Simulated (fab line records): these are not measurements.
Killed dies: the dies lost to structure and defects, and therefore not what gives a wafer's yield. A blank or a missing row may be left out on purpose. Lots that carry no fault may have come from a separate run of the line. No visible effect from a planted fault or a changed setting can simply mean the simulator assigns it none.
Which tool did it? + flow rit-cmos + 15 lots, 45 wafers sampled, at 3 steps of a route of 202

WHAT EACH GAUGE READ, for each wafer
RIT_PLDD_TW_MEAS_10.
| lot  | measured    | on            | PLDD_TW        |
|------|-------------|---------------|----------------|
| L886 | day 3 04:40 | film-metro-03 | 2330 2340 2340 |
| L888 | day 3 12:58 | film-metro-02 | 2393 2384 2369 |
| L889 | day 3 20:00 | film-metro-03 | 2336 2347 2343 |
| L891 | day 4 03:49 | film-metro-01 | 2348 2360 2367 |
| L893 | day 4 11:38 | film-metro-03 | 2336 2343 2335 |
| L892 | day 4 11:46 | film-metro-02 | 2344 2349 2369 |
| L894 | day 4 15:22 | film-metro-03 | 2343 2330 2346 |
| L897 | day 5 09:26 | film-metro-01 | 2337 2331 2340 |
| L898 | day 5 16:35 | film-metro-02 | 2355 2360 2361 |
| L903 | day 6 16:28 | film-metro-03 | 2302 2300 2292 |
| L905 | day 7 02:25 | film-metro-01 | 2299 2291 2282 |
| L906 | day 7 05:12 | film-metro-02 | 2367 2357 2343 |
| L907 | day 7 09:55 | film-metro-03 | 2290 2299 2281 |
| L908 | day 7 14:50 | film-metro-01 | 2347 2347 2358 |
| L909 | day 7 20:39 | film-metro-01 | 2342 2343 2347 |

RIT_SDANNEAL_RS_MEAS_06: a four-point-probe measurement.
| lot  | measured    | on            | PLDD_RS (ohm/sq)  |
|------|-------------|---------------|-------------------|
| L886 | day 3 10:44 | film-metro-03 | 178.3 179.1 178.5 |
| L888 | day 3 19:10 | film-metro-03 | 179.3 179.5 179.2 |
| L889 | day 4 02:17 | film-metro-03 | 179.4 178.1 178.3 |
| L891 | day 4 10:20 | film-metro-03 | 179.5 179.0 178.8 |
| L893 | day 4 17:58 | film-metro-02 | 179.0 178.9 179.1 |
| L892 | day 4 19:50 | film-metro-01 | 181.4 180.6 180.6 |
| L894 | day 4 23:04 | film-metro-03 | 179.0 179.7 179.7 |
| L897 | day 5 15:52 | film-metro-02 | 179.2 179.1 179.3 |
| L898 | day 5 23:28 | film-metro-01 | 179.8 179.0 179.6 |
| L903 | day 6 22:35 | film-metro-02 | 184.3 184.6 184.5 |
| L905 | day 7 08:52 | film-metro-01 | 186.1 185.7 186.6 |
| L906 | day 7 12:53 | film-metro-01 | 180.8 180.7 180.5 |
| L907 | day 7 16:17 | film-metro-01 | 185.9 185.4 186.0 |
| L908 | day 7 21:13 | film-metro-02 | 179.4 179.4 179.3 |
| L909 | day 8 03:04 | film-metro-02 | 178.8 179.2 178.9 |

WHICH TOOL RAN EACH LOT (tool, then ch and the chambers of the sampled wafers, then the start)
| lot  | RIT_PLDD_IMPLANT_08            |
|------|--------------------------------|
| L886 | implanter-01 ch 0, day 3 04:22 |
| L888 | implanter-02 ch 0, day 3 12:40 |
| L889 | implanter-02 ch 0, day 3 19:41 |
| L891 | implanter-03 ch 0, day 4 03:31 |
| L893 | implanter-03 ch 0, day 4 11:19 |
| L892 | implanter-01 ch 0, day 4 11:26 |
| L894 | implanter-03 ch 0, day 4 15:04 |
| L897 | implanter-02 ch 0, day 5 09:07 |
| L898 | implanter-03 ch 0, day 5 16:17 |
| L903 | implanter-03 ch 0, day 6 16:09 |
| L905 | implanter-03 ch 0, day 7 02:06 |
| L906 | implanter-02 ch 0, day 7 04:53 |
| L907 | implanter-03 ch 0, day 7 09:35 |
| L908 | implanter-02 ch 0, day 7 14:31 |
| L909 | implanter-01 ch 0, day 7 20:22 |
- RIT_PLDD_IMPLANT_08

AS READ BY THE TOOLS THEMSELVES (means over the sampled wafers that have a number; for cases with no such wafer, the mark the record gives instead)
RIT_PLDD_IMPLANT_08.
| lot  | tool         | beam-energy-keV | faraday-current-uA |
|------|--------------|-----------------|--------------------|
| L886 | implanter-01 | 19.996          | 2764               |
| L888 | implanter-02 | 19.991          | 2795               |
| L889 | implanter-02 | 19.990          | 2792               |
| L891 | implanter-03 | 19.997          | 2822               |
| L893 | implanter-03 | 19.997          | 2823               |
| L892 | implanter-01 | 19.986          | 2780               |
| L894 | implanter-03 | 20.000          | 2828               |
| L897 | implanter-02 | 19.992          | 2741               |
| L898 | implanter-03 | 20.003          | 2769               |
| L903 | implanter-03 | 18.399          | 2797               |
| L905 | implanter-03 | 18.396          | 2817               |
| L906 | implanter-02 | 19.999          | 2813               |
| L907 | implanter-03 | 18.398          | 2800               |
| L908 | implanter-02 | 19.997          | 2824               |
| L909 | implanter-01 | 20.000          | 2775               |

THE ANSWER, worked out from the rows above alone
Rule: what is usual is taken from the lots themselves. The widest of any qualifying gaps counts: lots, ordered by their means at a reading, are off when they make up no more than a third of the lots, leave a main group of 4 or more, and stand apart from it by 3 or more times the standard deviation of that group's means. If all means in a main group match to the digits the tables above print for the reading, that group is not used. Also off: a lot with no number at a reading for which 4 or more lots have one. The other lots that the step has rows for count as sound. First the gauges in route order, then the tools' own readings, where a lot's mean is used as printed above. The first step at which some lot is off is used, and at that step the reading that is off furthest; a lot without a number counts as furthest.
Off: L903, L905, L907, at RIT_SDANNEAL_RS_MEAS_06 (PLDD_RS). Mean 179.4 ohm/sq and standard deviation 0.68 in the main group.
A tool fits if, at a process step before that reading, it ran every lot that is off, and no sound lot after the first of them. The gauges at RIT_SDANNEAL_RS_MEAS_06 aren't tried: what is off there is off at RIT_PLDD_IMPLANT_08 too, on other tools, and a gauge's error can't cause that. One candidate fits, namely implanter-03 at RIT_PLDD_IMPLANT_08. Its last sound lot is L898 (day 5 16:17), its first lot that is off L903 (day 6 16:09): a fault that began between those two fits.
On the lots that are off, the tool's own readings at RIT_PLDD_IMPLANT_08 differ by more than 5 times the standard deviation of the sound lots' means, which bears it out; beam-energy-keV reads 18.398 there versus 19.996 on the sound lots.

WHAT HAD BEEN PUT IN BY THE SIMULATOR
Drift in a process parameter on implanter-03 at RIT_PLDD_IMPLANT_08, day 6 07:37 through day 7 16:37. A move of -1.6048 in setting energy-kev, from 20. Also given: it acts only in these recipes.
Shown lots that were struck: L903, L905, L907. This agrees with what the rule above found.
